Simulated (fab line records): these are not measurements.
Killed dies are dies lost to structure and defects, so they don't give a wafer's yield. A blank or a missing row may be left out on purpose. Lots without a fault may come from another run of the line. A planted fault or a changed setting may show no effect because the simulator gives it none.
Comparing a struck lot with a sound one -- flow rit_cmos -- 16 steps out of a route of 202
Sound: these wafers, L992.1, L992.2, L992.5. Struck: wafers L991.1, L991.2, L991.6. The cause is named last.
For every step that has rows: the tool of each side, followed by ch and its chambers, followed by its first start. Under that, the readings that differ: sound wafers -- struck wafers -- difference of the means -- sigmas: that difference in standard deviations of wafers without a fault.
alike: a reading whose means differ by less than 2 such deviations, as well as words and numbers matching on both sides. not compared: withheld readings; readings where some wafer has no value; bounds like >300 that might hide an equal value; numbers whose values overlap and for which the record gives no deviation.
The two part at a step that has a row with sigmas, a row that says differs or no value, or rows on one side only. Numbers that don't overlap but have no deviation are shown without sigmas and don't part them. Lack of a reading on every wafer of one side parts them only where that side has two or more wafers.

first, 4 steps without rows for these wafers: RIT_ACTIVE_SOFTBAKE_07 (time 60 s); RIT_ACTIVE_EXPOSE_08 (exposes mask M1, target cd 1400 nm); RIT_ACTIVE_PEB_09; RIT_ACTIVE_DEVELOP_10 (develop time 50 s).
RIT_ACTIVE_CD_MEAS_11: target cd 1400 nm.
  sound: cd_sem-01 at day 3 13:26; struck: cd_sem-02 at day 3 06:34
  alike: cd_nm
then, 1 step without rows for these wafers: RIT_ACTIVE_HARDBAKE_12 (time 60 s).
RIT_ACTIVE_ETCH_13: etches Si3N4 in SF6, stops on SiO2, time 210 s, target depth 210 nm.
  sound on rie_diel-02 ch 1,3, day 3 13:43; struck on rie_diel-04 ch 0,2, day 3 06:50
reading,sound,struck,difference,sigmas
oes_product_au (a.u.),0.864 0.859 0.853,0.832 0.813 0.826,-0.035,-2
  alike: drypump_motor_current_A, rf_fwd_power_W, throttle_valve_pct
  not compared: rf_hours_counter_h
RIT_ACTIVE_STRIP_14: strips in O2, time 180 s.
  sound on plasma_asher-04 ch 0,1, day 3 13:50; struck on plasma_asher-04 ch 0,1, day 3 06:58
  alike: drypump_motor_current_A
  not compared: rf_hours_counter_h
RIT_ACTIVE_CD_MEAS_90: target cd 1400 nm.
  sound: cd_sem-02 at day 3 14:01; struck: cd_sem-02 at day 3 07:08
  alike: cd_nm
then, 3 steps without rows for these wafers: RIT_ACTIVE_CLEAN_15 (cleans in SC1, time 600 s); RIT_ACTIVE_CLEAN_16 (cleans in dHF, time 30 s); RIT_ACTIVE_CLEAN_17 (cleans in SC2, time 600 s).
RIT_FOX1_OXIDATION_00: target thk 350.7 nm, ox time 1130 s.
  sound on furnace-03 ch 0, day 3 20:01; struck on furnace-04 ch 0, day 3 10:58
reading,sound,struck,difference,sigmas
zone_power_source_pct (%),43.0 43.0 43.1,48.1 48.6 48.2,+5.3,+2
model.SiO2_of_FOX1_OXIDATION_00.thk_nm (nm),345.1 347.8 350.5,393 387.6 388.3,+42,
  alike: spike_tc_load_C
RIT_FOX1_THK_MEAS_01:
  sound: film_metro-04 at day 3 21:20; struck: film_metro-04 at day 3 12:17
reading,sound,struck,difference,sigmas
FOX1_OXIDE_THK (nm),345 348 351,393 388 389,+42,+6
then, 1 step without rows for these wafers: RIT_FOX1_WET_ETCH_02 (etches SiO2 in BOE, target depth 350 nm, time 390 s).
RIT_M1_PROBE_99:
  sound: prober-02 at day 5 21:19; struck: prober-02 at day 5 12:17
reading,sound,struck,difference,sigmas
killed_at_M0_to_M3,0 0 0,0 1 0,+0,+3
model.etest.nldd.width_nm (nm),3165 3176 3171,3135 3163 3146,-23,
model.etest.pplus_sal.width_nm (nm),3448 3445 3432,3406 3417 3426,-25,
model.etest.nplus_sal.width_nm (nm),3442 3446 3439,3416 3408 3387,-39,
model.etest.poly_comb_over_steps.leak_log10_a_um,-12.83 -12.8 -12.75,-12.21 -12.69 -12.61,+0.29,
  alike: killed_at_contacts, killed_at_front_end, killed_dies, killed_on_rim, killed_open, killed_short
  not compared: model.etest.pldd.width_nm

## WHERE THEY PART
At RIT_ACTIVE_ETCH_13 first; at RIT_M1_PROBE_99 last (within this record only).

WHY: the cause the simulator had injected
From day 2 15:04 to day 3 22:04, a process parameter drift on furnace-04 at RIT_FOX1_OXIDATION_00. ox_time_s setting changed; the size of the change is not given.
